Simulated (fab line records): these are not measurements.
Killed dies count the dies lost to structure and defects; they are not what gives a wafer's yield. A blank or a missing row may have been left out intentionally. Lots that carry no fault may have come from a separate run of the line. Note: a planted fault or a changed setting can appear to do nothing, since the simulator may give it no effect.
One fault seen from 2 desks / flow berkeley cmos170 / each desk holds nothing but its own numbers, with what lay behind them at the end

DESK OF THE TOOL OWNER: implanter-04
The tool's own readings at UCB170_PLDD_IMPLANT_09: means of the sampled wafers that have a number, for each lot that ran on this tool. Any lot whose mean is over 4 standard deviations away from the usual mean is out of limits and marked OUT; that distance is given in the brackets.
Columns: A = dose ions cm2 at UCB170_PLDD_IMPLANT_09, usual 5e+13; B = faraday current uA at UCB170_PLDD_IMPLANT_09, usual 159; C = tilt deg at UCB170_PLDD_IMPLANT_09, usual 6.998 degrees
lot=L525; first seen here=day 7 16:41; A=5e+13; B=159; C=7.003
lot=L528; first seen here=day 8 03:33; A=5e+13; B=158; C=6.995
lot=L538; first seen here=day 10 13:18; A=3e+13 (-99 or more) OUT; B=87 (-23) OUT; C=6.989
lot=L539; first seen here=day 10 13:41; A=3e+13 (-99 or more) OUT; B=88 (-23) OUT; C=7.001
This desk finds L538, L539 out of limits, L538 being first, at day 10 13:18 (dose ions cm2 at UCB170_PLDD_IMPLANT_09). L525, L528: within limits.

THE METROLOGY DESK
Lot by lot, what the gauges showed, no matter which tool ran the lot: averages of those sampled wafers that carry a number. Any lot whose mean is over 4 standard deviations away from the usual mean is out of limits and marked OUT; that distance is given in the brackets.
Columns: A = PLDD_TW at UCB170_PLDD_TW_MEAS_11, usual 1008; B = PLDD_RS at UCB170_SDANNEAL_RS_MEAS_04, usual 1031.8 ohm/sq
lot=L524; first seen here=day 7 02:09; A=998; B=1029.9
lot=L526; first seen here=day 7 16:51; A=994; B=1032.0
lot=L525; first seen here=day 7 16:56; A=1016; B=1032.0
lot=L528; first seen here=day 8 03:48; A=1008; B=1032.4
lot=L531; first seen here=day 8 18:10; A=1014; B=1030.0
lot=L530; first seen here=day 8 18:38; A=1013; B=1032.9
lot=L536; first seen here=day 9 22:12; A=1014; B=1027.2
lot=L538; first seen here=day 10 13:33; A=942 (-8.0) OUT; B=1257.6 (+78) OUT
lot=L540; first seen here=day 10 13:50; A=1010; B=1034.6
lot=L539; first seen here=day 10 13:56; A=939 (-8.4) OUT; B=1258.5 (+78) OUT
lot=L542; first seen here=day 11 05:00; A=998; B=1034.2
lot=L541; first seen here=day 11 05:16; A=1015; B=1029.3
lot=L544; first seen here=day 12 01:14; A=1010; B=1034.6
lot=L547; first seen here=day 12 17:14; A=1008; B=1035.4
This desk's finding: out of limits on L538, L539; first on L538, day 10 13:33 (PLDD_TW at UCB170_PLDD_TW_MEAS_11). L524, L526, L525, L528, L531, L530, L536, L540, L542, L541, L544, L547: within limits.

ALL TOGETHER
At day 10 13:18, on L538, L539, the tool owner's desk was in a position to raise an alarm.
On L538, L539, the metrology desk was in a position to raise an alarm at day 10 13:33.
Of the lots named, all ran UCB170_PLDD_IMPLANT_09 on implanter-04.

WHAT WAS PUT IN BY THE SIMULATOR
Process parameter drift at UCB170_PLDD_IMPLANT_09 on implanter-04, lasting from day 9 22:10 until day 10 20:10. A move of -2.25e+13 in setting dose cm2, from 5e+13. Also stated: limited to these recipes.
Lots struck among those shown: L538, L539.
Hours from the fault's start to each desk's first reading out of limits: the tool owner's desk, 15; the metrology desk, 15.
